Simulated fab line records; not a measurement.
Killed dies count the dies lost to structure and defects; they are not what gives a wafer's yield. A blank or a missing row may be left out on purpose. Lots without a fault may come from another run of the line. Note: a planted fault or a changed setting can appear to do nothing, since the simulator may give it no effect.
One fault seen from 2 desks | flow berkeley cmos170 | every desk sees just its own numbers, and what lay behind them comes last

## DESK OF THE TOOL OWNER: implanter-02
The tool's own readings at UCB170_PFIELD_IMPLANT_07, given as means over the sampled wafers that have a number, one for each lot that went through this tool. If a lot's mean is further than 4 standard deviations from the usual mean, the lot is out of limits and carries the mark OUT (the distance appears in the brackets).
Columns: A = dose ions cm2 at UCB170_PFIELD_IMPLANT_07, usual 2.0006e+13; B = faraday current uA at UCB170_PFIELD_IMPLANT_07, usual 63.4
lot  | first seen here | A                            | B
L530 | day 6 02:08     | 2.0022e+13                   | 64.7
L533 | day 6 16:26     | 2.0023e+13                   | 63.4
L537 | day 7 12:38     | 2.0024e+13                   | 63.9
L535 | day 7 12:45     | 2.0003e+13                   | 63.0
L536 | day 7 12:57     | 1.9997e+13                   | 63.6
L539 | day 7 21:16     | 2.0019e+13                   | 63.7
L540 | day 8 04:19     | 2.4814e+13 (+99 or more) OUT | 79.0 (+12) OUT
L544 | day 8 21:15     | 2.4813e+13 (+99 or more) OUT | 78.9 (+12) OUT
This desk's verdict: out of limits on L540, L544, starting with L540 at day 8 04:19 (dose ions cm2 at UCB170_PFIELD_IMPLANT_07). Within limits: L530, L533, L537, L535, L536, L539.

## METROLOGY DESK
Means of the sampled wafers that have a number, per lot and without regard to the tool the lot ran on: this is what the gauges read. If a lot's mean is further than 4 standard deviations from the usual mean, the lot is out of limits and carries the mark OUT (the distance appears in the brackets).
Columns: A = INCOMING_BOW at UCB170_START_BOW_MEAS_00, usual -1 um; B = ACTIVE_OXIDE_THK at UCB170_ACTIVE_THK_MEAS_03, usual 26.2 nm; C = PFIELD_TW at UCB170_PFIELD_TW_MEAS_09, usual 599; D = CONTACT_OVL at UCB170_CONTACT_OVL_MEAS_16, usual 0 nm
lot  | first seen here | A  | B    | C             | D
L530 | day 2 11:00     | -2 | 26.5 | 599           | -7
L532 | day 2 21:01     | 1  | 25.6 | 599           | -1
L533 | day 3 02:02     | -7 | 26.4 | 603           | -5
L535 | day 3 12:00     | 2  | 25.9 | 598           | 7
L536 | day 3 17:02     | -4 | 26.6 | 601           | 3
L537 | day 3 22:01     | -0 | 26.0 | 601           | 2
L538 | day 4 03:00     | -0 | 26.5 | 601           | -2
L539 | day 4 08:01     | -4 | 26.0 | 598           | 0
L540 | day 4 13:01     | -2 | 26.5 | 644 (+12) OUT | -12
L541 | day 4 18:01     | -1 | 26.8 | 593           | 4
L542 | day 4 23:00     | 3  | 25.2 | 593           | -1
L544 | day 5 09:00     | -1 | 26.5 | 644 (+12) OUT | -3
L547 | day 6 00:02     | -6 | 25.9 | 597           | -6
L548 | day 6 05:00     | -0 | 26.2 | 597           | 2
Per this desk, out of limits: L540, L544; the first was L540, day 8 04:33 (PFIELD_TW at UCB170_PFIELD_TW_MEAS_09). Within limits: L530, L532, L533, L535, L536, L537, L538, L539, L541, L542, L547, L548.

## PUT TOGETHER
At day 8 04:19, on L540, L544, the tool owner's desk was in a position to raise an alarm.
The metrology desk could have raised an alarm at day 8 04:33, on L540, L544.
UCB170_PFIELD_IMPLANT_07 was run on implanter-02 by each of the lots named.

## WHAT THE SIMULATOR HAD INSERTED
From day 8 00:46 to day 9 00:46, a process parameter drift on implanter-02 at UCB170_PFIELD_IMPLANT_07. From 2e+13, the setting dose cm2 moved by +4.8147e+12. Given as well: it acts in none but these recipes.
Shown lots that were struck: L540, L544.
Hours from the fault's start to each desk's first reading out of limits: the tool owner's desk, 4; the metrology desk, 4.
